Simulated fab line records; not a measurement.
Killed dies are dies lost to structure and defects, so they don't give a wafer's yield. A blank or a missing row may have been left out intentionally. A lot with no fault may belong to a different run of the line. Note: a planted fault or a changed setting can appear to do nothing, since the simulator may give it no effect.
Which tool did it? :: flow berkeley-cmos170 :: 14 lots with 42 wafers sampled at 5 steps, on a route of 331 steps

WHAT THE GAUGES SHOWED, per wafer
UCB170_GATE_CD_MEAS_12 targets a cd of 350 nm.
lot: L696
measured: day 7 23:13
on: cd-sem-01
cd-nm (nm): 350.5 350.4 349.7

lot: L695
measured: day 7 23:28
on: cd-sem-01
cd-nm (nm): 350.9 349.9 351.0

lot: L699
measured: day 8 08:00
on: cd-sem-02
cd-nm (nm): 351.3 351.7 351.1

lot: L698
measured: day 8 08:25
on: cd-sem-02
cd-nm (nm): 349.7 350.8 348.9

lot: L697
measured: day 8 08:25
on: cd-sem-01
cd-nm (nm): 350.6 350.9 351.7

lot: L703
measured: day 9 07:36
on: cd-sem-02
cd-nm (nm): 349.9 351.1 349.3

lot: L700
measured: day 9 09:00
on: cd-sem-02
cd-nm (nm): 348.3 349.5 349.1

lot: L702
measured: day 9 08:16
on: cd-sem-02
cd-nm (nm): 350.3 349.8 350.4

lot: L707
measured: day 10 00:48
on: cd-sem-02
cd-nm (nm): 347.1 348.6 347.3

lot: L706
measured: day 10 00:35
on: cd-sem-02
cd-nm (nm): 347.2 346.9 347.5

lot: L710
measured: day 10 12:08
on: cd-sem-01
cd-nm (nm): 349.4 348.7 349.9

lot: L709
measured: day 10 11:55
on: cd-sem-02
cd-nm (nm): 351.4 350.9 349.6

lot: L712
measured: day 11 02:56
on: cd-sem-01
cd-nm (nm): 352.0 352.6 351.4

lot: L713
measured: day 11 02:31
on: cd-sem-02
cd-nm (nm): 347.3 347.3 348.8

UCB170_PLDD_CD_MEAS_06 targets a cd of 1200 nm.
lot: L696
measured: day 8 01:38
on: cd-sem-01
cd-nm (nm): 1201.3 1201.2 1202.2

lot: L695
measured: day 8 02:28
on: cd-sem-02
cd-nm (nm): 1200.4 1199.7 1200.7

lot: L699
measured: day 8 10:55
on: cd-sem-02
cd-nm (nm): 1200.4 1201.4 1200.8

lot: L698
measured: day 8 11:31
on: cd-sem-02
cd-nm (nm): 1201.0 1199.4 1201.3

lot: L697
measured: day 8 12:20
on: cd-sem-01
cd-nm (nm): 1199.2 1200.0 1200.2

lot: L703
measured: day 9 10:33
on: cd-sem-02
cd-nm (nm): 1199.4 1198.3 1198.5

lot: L700
measured: day 9 12:38
on: cd-sem-02
cd-nm (nm): 1202.9 1200.9 1200.8

lot: L702
measured: day 9 12:01
on: cd-sem-02
cd-nm (nm): 1201.0 1200.7 1200.6

lot: L707
measured: day 10 03:02
on: cd-sem-02
cd-nm (nm): 1203.5 1201.5 1201.7

lot: L706
measured: day 10 03:02
on: cd-sem-01
cd-nm (nm): 1202.1 1203.3 1200.9

lot: L710
measured: day 10 16:16
on: cd-sem-01
cd-nm (nm): 1201.8 1200.8 1200.4

lot: L709
measured: day 10 15:58
on: cd-sem-02
cd-nm (nm): 1201.6 1201.2 1201.9

lot: L712
measured: day 11 06:09
on: cd-sem-02
cd-nm (nm): 1197.1 1195.0 1195.1

lot: L713
measured: day 11 05:52
on: cd-sem-02
cd-nm (nm): 1195.8 1196.6 1195.4

UCB170_PLDD_OVL_MEAS_07.
lot: L696
measured: day 8 01:46
on: overlay-01
PLDD_OVL (nm): 7 4 8

lot: L695
measured: day 8 02:35
on: overlay-01
PLDD_OVL (nm): -1 9 3

lot: L699
measured: day 8 11:01
on: overlay-01
PLDD_OVL (nm): -5 1 -7

lot: L698
measured: day 8 11:37
on: overlay-01
PLDD_OVL (nm): -6 1 0

lot: L697
measured: day 8 12:27
on: overlay-01
PLDD_OVL (nm): -2 -3 -1

lot: L703
measured: day 9 10:40
on: overlay-02
PLDD_OVL (nm): 0 6 0

lot: L700
measured: day 9 12:43
on: overlay-01
PLDD_OVL (nm): -7 0 -16

lot: L702
measured: day 9 12:07
on: overlay-02
PLDD_OVL (nm): -4 -5 1

lot: L707
measured: day 10 03:10
on: overlay-02
PLDD_OVL (nm): -3 -2 -6

lot: L706
measured: day 10 03:08
on: overlay-01
PLDD_OVL (nm): 2 -6 -4

lot: L710
measured: day 10 16:23
on: overlay-01
PLDD_OVL (nm): -5 -5 -3

lot: L709
measured: day 10 16:05
on: overlay-02
PLDD_OVL (nm): -1 5 3

lot: L712
measured: day 11 06:15
on: overlay-01
PLDD_OVL (nm): -1 4 -9

lot: L713
measured: day 11 05:58
on: overlay-02
PLDD_OVL (nm): -5 -2 -7

WHAT TOOL EACH LOT RAN ON (gives the tool, then ch and the chambers of the sampled wafers, and finally the start)
lot: L696
UCB170_ACTIVE_ETCH_15: rie-diel-02 ch 0,1,3, day 5 17:08
UCB170_PLDD_PEB_04: litho-track-04 ch 0, day 8 01:22

lot: L695
UCB170_ACTIVE_ETCH_15: rie-diel-03 ch 0,1,2, day 5 17:56
UCB170_PLDD_PEB_04: litho-track-04 ch 0, day 8 02:11

lot: L699
UCB170_ACTIVE_ETCH_15: rie-diel-03 ch 1,2, day 6 03:54
UCB170_PLDD_PEB_04: litho-track-03 ch 0, day 8 10:33

lot: L698
UCB170_ACTIVE_ETCH_15: rie-diel-01 ch 1,2,3, day 6 03:59
UCB170_PLDD_PEB_04: litho-track-04 ch 0, day 8 11:13

lot: L697
UCB170_ACTIVE_ETCH_15: rie-diel-02 ch 0,1,3, day 6 04:02
UCB170_PLDD_PEB_04: litho-track-03 ch 0, day 8 12:03

lot: L703
UCB170_ACTIVE_ETCH_15: rie-diel-02 ch 0,1,3, day 7 00:54
UCB170_PLDD_PEB_04: litho-track-01 ch 0, day 9 10:17

lot: L700
UCB170_ACTIVE_ETCH_15: rie-diel-03 ch 1,2, day 7 01:10
UCB170_PLDD_PEB_04: litho-track-04 ch 0, day 9 12:06

lot: L702
UCB170_ACTIVE_ETCH_15: rie-diel-02 ch 1,2, day 7 01:50
UCB170_PLDD_PEB_04: litho-track-01 ch 0, day 9 11:00

lot: L707
UCB170_ACTIVE_ETCH_15: rie-diel-02 ch 0,3, day 7 14:55
UCB170_PLDD_PEB_04: litho-track-01 ch 0, day 10 02:46

lot: L706
UCB170_ACTIVE_ETCH_15: rie-diel-03 ch 0,1,3, day 7 15:11
UCB170_PLDD_PEB_04: litho-track-04 ch 0, day 10 02:46

lot: L710
UCB170_ACTIVE_ETCH_15: rie-diel-01 ch 1,2,3, day 8 02:21
UCB170_PLDD_PEB_04: litho-track-04 ch 0, day 10 15:59

lot: L709
UCB170_ACTIVE_ETCH_15: rie-diel-02 ch 0,1,3, day 8 02:25
UCB170_PLDD_PEB_04: litho-track-01 ch 0, day 10 15:42

lot: L712
UCB170_ACTIVE_ETCH_15: rie-diel-01 ch 1,2,3, day 8 13:38
UCB170_PLDD_PEB_04: litho-track-04 ch 0, day 11 05:51

lot: L713
UCB170_ACTIVE_ETCH_15: rie-diel-03 ch 2,3, day 8 13:46
UCB170_PLDD_PEB_04: litho-track-04 ch 0, day 11 05:00
- UCB170_ACTIVE_ETCH_15: etches Si3N4 in CH3F/Ar/O2, stops on SiO2, target depth 242 nm, time 151 s.
- UCB170_PLDD_PEB_04

WHAT THE TOOLS THEMSELVES READ (means of the sampled wafers that have a number; where no wafer has one, the mark that the record gives instead)
UCB170_ACTIVE_ETCH_15.
lot: L696
tool: rie-diel-02
O2_flow_sccm (sccm): 6.991
chamber-pressure-mTorr (mTorr): 49.98
drypump-motor-current-A (A): 5.8
mfc-ar-sccm (sccm): 50.16
oes-product-au (a.u.): 0.935
throttle-valve-pct (%): 8.05

lot: L695
tool: rie-diel-03
O2_flow_sccm (sccm): 7.000
chamber-pressure-mTorr (mTorr): 49.98
drypump-motor-current-A (A): 6.1
mfc-ar-sccm (sccm): 49.99
oes-product-au (a.u.): 0.964
throttle-valve-pct (%): 8.00

lot: L699
tool: rie-diel-03
O2_flow_sccm (sccm): 7.015
chamber-pressure-mTorr (mTorr): 50.00
drypump-motor-current-A (A): 6.4
mfc-ar-sccm (sccm): 49.98
oes-product-au (a.u.): 0.953
throttle-valve-pct (%): 8.00

lot: L698
tool: rie-diel-01
O2_flow_sccm (sccm): 6.996
chamber-pressure-mTorr (mTorr): 50.02
drypump-motor-current-A (A): 5.3
mfc-ar-sccm (sccm): 49.89
oes-product-au (a.u.): 0.947
throttle-valve-pct (%): 8.15

lot: L697
tool: rie-diel-02
O2_flow_sccm (sccm): 7.019
chamber-pressure-mTorr (mTorr): 49.97
drypump-motor-current-A (A): 5.8
mfc-ar-sccm (sccm): 49.89
oes-product-au (a.u.): 0.934
throttle-valve-pct (%): 8.05

lot: L703
tool: rie-diel-02
O2_flow_sccm (sccm): 7.004
chamber-pressure-mTorr (mTorr): 49.97
drypump-motor-current-A (A): 5.8
mfc-ar-sccm (sccm): 50.04
oes-product-au (a.u.): 0.927
throttle-valve-pct (%): 8.05

lot: L700
tool: rie-diel-03
O2_flow_sccm (sccm): 6.976
chamber-pressure-mTorr (mTorr): 50.01
drypump-motor-current-A (A): 6.4
mfc-ar-sccm (sccm): 49.93
oes-product-au (a.u.): 0.949
throttle-valve-pct (%): 7.99

lot: L702
tool: rie-diel-02
O2_flow_sccm (sccm): 6.988
chamber-pressure-mTorr (mTorr): 50.04
drypump-motor-current-A (A): 5.4
mfc-ar-sccm (sccm): 50.07
oes-product-au (a.u.): 0.930
throttle-valve-pct (%): 8.16

lot: L707
tool: rie-diel-02
O2_flow_sccm (sccm): 6.986
chamber-pressure-mTorr (mTorr): 50.02
drypump-motor-current-A (A): 6.0
mfc-ar-sccm (sccm): 50.10
oes-product-au (a.u.): 0.931
throttle-valve-pct (%): 8.06

lot: L706
tool: rie-diel-03
O2_flow_sccm (sccm): 7.013
chamber-pressure-mTorr (mTorr): 50.02
drypump-motor-current-A (A): 5.5
mfc-ar-sccm (sccm): 49.94
oes-product-au (a.u.): 0.963
throttle-valve-pct (%): 8.12

lot: L710
tool: rie-diel-01
O2_flow_sccm (sccm): 7.027
chamber-pressure-mTorr (mTorr): 50.01
drypump-motor-current-A (A): 5.3
mfc-ar-sccm (sccm): 50.08
oes-product-au (a.u.): 0.939
throttle-valve-pct (%): 8.15

lot: L709
tool: rie-diel-02
O2_flow_sccm (sccm): 7.017
chamber-pressure-mTorr (mTorr): 50.08
drypump-motor-current-A (A): 5.8
mfc-ar-sccm (sccm): 49.98
oes-product-au (a.u.): 0.934
throttle-valve-pct (%): 8.05

lot: L712
tool: rie-diel-01
O2_flow_sccm (sccm): 7.007
chamber-pressure-mTorr (mTorr): 50.02
drypump-motor-current-A (A): 5.3
mfc-ar-sccm (sccm): 50.12
oes-product-au (a.u.): 0.939
throttle-valve-pct (%): 8.15

lot: L713
tool: rie-diel-03
O2_flow_sccm (sccm): 6.985
chamber-pressure-mTorr (mTorr): 49.96
drypump-motor-current-A (A): 5.2
mfc-ar-sccm (sccm): 50.10
oes-product-au (a.u.): 0.954
throttle-valve-pct (%): 8.14

UCB170_PLDD_PEB_04.
lot: L696
tool: litho-track-04
heater-power-total-W (W): 56.77

lot: L695
tool: litho-track-04
heater-power-total-W (W): 56.81

lot: L699
tool: litho-track-03
heater-power-total-W (W): 56.79

lot: L698
tool: litho-track-04
heater-power-total-W (W): 56.80

lot: L697
tool: litho-track-03
heater-power-total-W (W): 56.79

lot: L703
tool: litho-track-01
heater-power-total-W (W): 56.83

lot: L700
tool: litho-track-04
heater-power-total-W (W): 56.84

lot: L702
tool: litho-track-01
heater-power-total-W (W): 56.79

lot: L707
tool: litho-track-01
heater-power-total-W (W): 56.80

lot: L706
tool: litho-track-04
heater-power-total-W (W): 56.87

lot: L710
tool: litho-track-04
heater-power-total-W (W): 56.83

lot: L709
tool: litho-track-01
heater-power-total-W (W): 56.78

lot: L712
tool: litho-track-04
heater-power-total-W (W): 57.61

lot: L713
tool: litho-track-04
heater-power-total-W (W): 57.62

THE ANSWER, worked out from the rows above alone
Rule: the lots themselves supply what counts as usual. The widest of any qualifying gaps counts: lots, ordered by their means at a reading, are off when they make up no more than a third of the lots, leave a main group of 4 or more, and stand apart from it by 3 or more times the standard deviation of that group's means. Not used: any main group whose means are identical at the precision the tables above print for the reading. A lot without any number at a reading at which 4 lots or more have one is off too. Where the step has rows for the other lots, those lots are counted as sound. After the gauges, taken in route order, come the tools' own readings; for these a lot's mean is taken, as printed above. At the first step where some lot is off, the reading lying furthest off is the one used; lots without a number count as furthest.
Off at UCB170_PLDD_PEB_04 (heater-power-total-W): L712, L713. The main group has a mean of 56.81 W with a standard deviation of 0.028.
A tool fits if, at that step or a process step before it, it ran every lot that is off, and no sound lot after the first of them. One fits: litho-track-04 at UCB170_PLDD_PEB_04. Its last sound lot is L710 (day 10 15:59), its first lot that is off L713 (day 11 05:00): a fault that began between those two fits.
On the lots that are off, the tool's own readings at UCB170_PLDD_PEB_04 differ by more than 5 times the standard deviation of the sound lots' means, which bears it out; heater-power-total-W reads 57.61 W there versus 56.81 W on the sound lots.

WHAT THE SIMULATOR HAD PUT IN
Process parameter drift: litho-track-04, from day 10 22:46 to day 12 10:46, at UCB170_PLDD_PEB_04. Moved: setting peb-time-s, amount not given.
Struck lots among those shown: L713, L712. The rule given above showed the same thing.
